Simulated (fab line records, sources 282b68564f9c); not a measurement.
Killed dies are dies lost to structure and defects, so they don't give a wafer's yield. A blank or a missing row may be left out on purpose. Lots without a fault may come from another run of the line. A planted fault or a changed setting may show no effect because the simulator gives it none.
Which tool did it? | flow rit_cmos | 14 lots, 42 wafers sampled, at 5 steps of a route of 202

WHAT THE GAUGES READ, wafer by wafer
RIT_PLDD_OVL_MEAS_06.
lot  | measured    | on         | PLDD_OVL (nm)
L833 | day 2 19:57 | overlay-02 | -2.5 -2.8 -2.0
L835 | day 3 09:17 | overlay-01 | 0.4 -1.9 -2.2
L836 | day 3 13:04 | overlay-02 | 0.4 -0.5 0.4
L838 | day 3 23:53 | overlay-01 | -2.6 -0.6 -0.9
L840 | day 4 07:41 | overlay-02 | -0.2 -1.8 0.1
L842 | day 4 17:10 | overlay-02 | -0.6 -0.4 -1.0
L843 | day 4 22:08 | overlay-01 | 0.5 0.6 0.6
L844 | day 5 02:41 | overlay-01 | 1.3 0.1 1.6
L845 | day 5 07:35 | overlay-02 | -0.6 -0.4 -2.6
L846 | day 5 12:17 | overlay-01 | 1.1 0.6 3.5
L848 | day 5 21:50 | overlay-01 | -0.7 0.7 -0.4
L849 | day 6 04:05 | overlay-02 | -1.5 0.0 0.1
L850 | day 6 07:57 | overlay-02 | -2.1 -1.2 -0.7
L855 | day 7 09:22 | overlay-02 | 0.1 -0.7 0.4

RIT_SPACER_THK_MEAS_04.
lot  | measured    | on            | SPACER_NITRIDE_THK (nm)
L833 | day 2 22:49 | film_metro-02 | 244.3 243.7 244.1
L835 | day 3 12:28 | film_metro-01 | 246.0 246.0 246.4
L836 | day 3 15:56 | film_metro-02 | 244.1 243.5 243.8
L838 | day 4 03:43 | film_metro-02 | 244.0 244.3 244.9
L840 | day 4 10:34 | film_metro-02 | 247.2 245.2 245.7
L842 | day 4 20:10 | film_metro-01 | 244.6 245.3 245.1
L843 | day 5 01:01 | film_metro-01 | 244.2 243.3 242.8
L844 | day 5 05:36 | film_metro-01 | 245.9 244.6 246.6
L845 | day 5 10:34 | film_metro-04 | 248.1 247.9 249.1
L846 | day 5 16:11 | film_metro-04 | 241.8 242.0 241.0
L848 | day 6 02:04 | film_metro-04 | 243.0 242.3 244.6
L849 | day 6 07:26 | film_metro-02 | 262.0 257.9 261.2
L850 | day 6 10:50 | film_metro-02 | 257.8 255.7 258.5
L855 | day 7 12:14 | film_metro-02 | 245.6 243.6 245.5

WHICH TOOL RAN EACH LOT (tool, then ch and the chambers of the sampled wafers, then the start)
lot  | RIT_ACTIVE_STRIP_14                 | RIT_PWELL_STRIP_09                  | RIT_SPACER_CVD_03
L833 | plasma_asher-03 ch 0,1, day 1 14:58 | plasma_asher-04 ch 0,1, day 1 22:26 | lpcvd-02 ch 0, day 2 20:53
L835 | plasma_asher-03 ch 0,1, day 2 03:11 | plasma_asher-01 ch 0,1, day 2 11:51 | lpcvd-01 ch 0, day 3 10:32
L836 | plasma_asher-02 ch 0,1, day 2 06:04 | plasma_asher-04 ch 0,1, day 2 15:58 | lpcvd-01 ch 1, day 3 14:00
L838 | plasma_asher-01 ch 0,1, day 2 15:50 | plasma_asher-01 ch 0,1, day 3 00:10 | lpcvd-02 ch 0, day 4 00:50
L840 | plasma_asher-02 ch 0, day 3 01:58   | plasma_asher-04 ch 0,1, day 3 10:13 | lpcvd-01 ch 0, day 4 08:38
L842 | plasma_asher-01 ch 0,1, day 3 12:41 | plasma_asher-03 ch 0, day 3 20:02   | lpcvd-01 ch 0, day 4 18:14
L843 | plasma_asher-03 ch 0,1, day 3 18:36 | plasma_asher-04 ch 0,1, day 4 02:07 | lpcvd-02 ch 1, day 4 23:05
L844 | plasma_asher-02 ch 0,1, day 3 22:12 | plasma_asher-04 ch 0,1, day 4 05:30 | lpcvd-01 ch 0, day 5 03:41
L845 | plasma_asher-03 ch 0,1, day 4 03:33 | plasma_asher-01 ch 0,1, day 4 10:49 | lpcvd-02 ch 0, day 5 08:39
L846 | plasma_asher-01 ch 0,1, day 4 08:43 | plasma_asher-01 ch 0,1, day 4 16:18 | lpcvd-01 ch 0, day 5 13:17
L848 | plasma_asher-01 ch 0,1, day 4 17:50 | plasma_asher-03 ch 0,1, day 5 01:20 | lpcvd-02 ch 1, day 6 00:09
L849 | plasma_asher-03 ch 0,1, day 5 00:15 | plasma_asher-03 ch 0,1, day 5 07:45 | lpcvd-01 ch 0, day 6 05:32
L850 | plasma_asher-01 ch 0,1, day 5 03:58 | plasma_asher-01 ch 0,1, day 5 11:24 | lpcvd-01 ch 0, day 6 08:55
L855 | plasma_asher-01 ch 0,1, day 6 04:58 | plasma_asher-03 ch 0,1, day 6 12:32 | lpcvd-02 ch 0, day 7 10:19
- RIT_ACTIVE_STRIP_14: strips in O2, time 180 s.
- RIT_PWELL_STRIP_09: strips in O2, time 180 s.
- RIT_SPACER_CVD_03: deposits Si3N4 from SiH2Cl2/NH3, target thk 250 nm, time 3226 s.

WHAT THE TOOLS THEMSELVES READ (means of the sampled wafers that have a number; where no wafer has one, the mark that the record gives instead)
RIT_ACTIVE_STRIP_14.
lot  | tool            | drypump_motor_current_A (A) | rf_refl_power_W (W)
L833 | plasma_asher-03 | 6.1                         | 6.0
L835 | plasma_asher-03 | 5.8                         | 5.8
L836 | plasma_asher-02 | 6.1                         | 6.8
L838 | plasma_asher-01 | 6.5                         | 5.7
L840 | plasma_asher-02 | 6.4                         | 5.6
L842 | plasma_asher-01 | 6.5                         | 5.5
L843 | plasma_asher-03 | 5.8                         | 6.0
L844 | plasma_asher-02 | 6.1                         | 7.0
L845 | plasma_asher-03 | 6.1                         | 6.4
L846 | plasma_asher-01 | 6.6                         | 5.8
L848 | plasma_asher-01 | 6.5                         | 5.7
L849 | plasma_asher-03 | 6.1                         | 6.2
L850 | plasma_asher-01 | 6.5                         | 5.9
L855 | plasma_asher-01 | 6.5                         | 5.7

RIT_PWELL_STRIP_09.
lot  | tool            | drypump_motor_current_A (A) | rf_refl_power_W (W)
L833 | plasma_asher-04 | 5.5                         | 7.5
L835 | plasma_asher-01 | 6.6                         | 5.8
L836 | plasma_asher-04 | 5.5                         | 8.0
L838 | plasma_asher-01 | 6.5                         | 5.6
L840 | plasma_asher-04 | 5.5                         | 7.6
L842 | plasma_asher-03 | 6.3                         | 6.2
L843 | plasma_asher-04 | 5.5                         | 7.5
L844 | plasma_asher-04 | 5.5                         | 7.8
L845 | plasma_asher-01 | 6.5                         | 5.8
L846 | plasma_asher-01 | 6.5                         | 5.9
L848 | plasma_asher-03 | 5.8                         | 6.0
L849 | plasma_asher-03 | 5.8                         | 6.0
L850 | plasma_asher-01 | 6.5                         | 5.8
L855 | plasma_asher-03 | 5.8                         | 5.7

RIT_SPACER_CVD_03.
lot  | tool     | sih2cl2_flow_sccm (sccm)
L833 | lpcvd-02 | 59.92
L835 | lpcvd-01 | 60.06
L836 | lpcvd-01 | 60.07
L838 | lpcvd-02 | 59.97
L840 | lpcvd-01 | 60.11
L842 | lpcvd-01 | 60.17
L843 | lpcvd-02 | 60.11
L844 | lpcvd-01 | 59.80
L845 | lpcvd-02 | 59.96
L846 | lpcvd-01 | 60.08
L848 | lpcvd-02 | 59.91
L849 | lpcvd-01 | 72.32
L850 | lpcvd-01 | 72.00
L855 | lpcvd-02 | 60.19

THE ANSWER, worked out from the rows above alone
Rule: what is usual is taken from the lots themselves. Put in order of their means at a reading, lots are off if they are a third of the lots or fewer, leave a main group of 4 or more, and stand apart from it by a gap of 3 or more times the standard deviation of the main group's means; of several such gaps the widest counts. A main group whose means are all the same, to the digits that the tables above print for the reading, isn't used. A lot without any number at a reading at which 4 lots or more have one is off too. The other lots that the step has rows for count as sound. The gauges are gone through in route order, then the tools' own readings, and for those a lot's mean is taken as printed above. The first step at which some lot is off is used, and at that step the reading that is off furthest; a lot without a number counts as furthest.
Off: L849, L850, at RIT_SPACER_THK_MEAS_04 (SPACER_NITRIDE_THK). The main group: mean 244.7 nm, standard deviation 1.7.
A tool fits if, at a process step before that reading, it ran every lot that is off, and no sound lot after the first of them. The gauges at RIT_SPACER_THK_MEAS_04 aren't tried: what is off there is off at RIT_SPACER_CVD_03 too, on other tools, and a gauge's error can't cause that. One fits: lpcvd-01 at RIT_SPACER_CVD_03. Its last sound lot is L846 (day 5 13:17), its first lot that is off L849 (day 6 05:32): a fault that began between those two fits.
The tool's own readings at RIT_SPACER_CVD_03 bear it out: on the lots that are off they differ by more than 5 times the standard deviation of the sound lots' means. sih2cl2_flow_sccm reads 72.16 sccm there against 60.03 sccm on the sound lots.

WHAT THE SIMULATOR HAD PUT IN
Process parameter drift: lpcvd-01, from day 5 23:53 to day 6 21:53, at RIT_SPACER_CVD_03. Setting sih2cl2_flow_sccm, moved by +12, from 60. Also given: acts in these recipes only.
Lots struck among those shown: L849, L850. The rule above found the same.
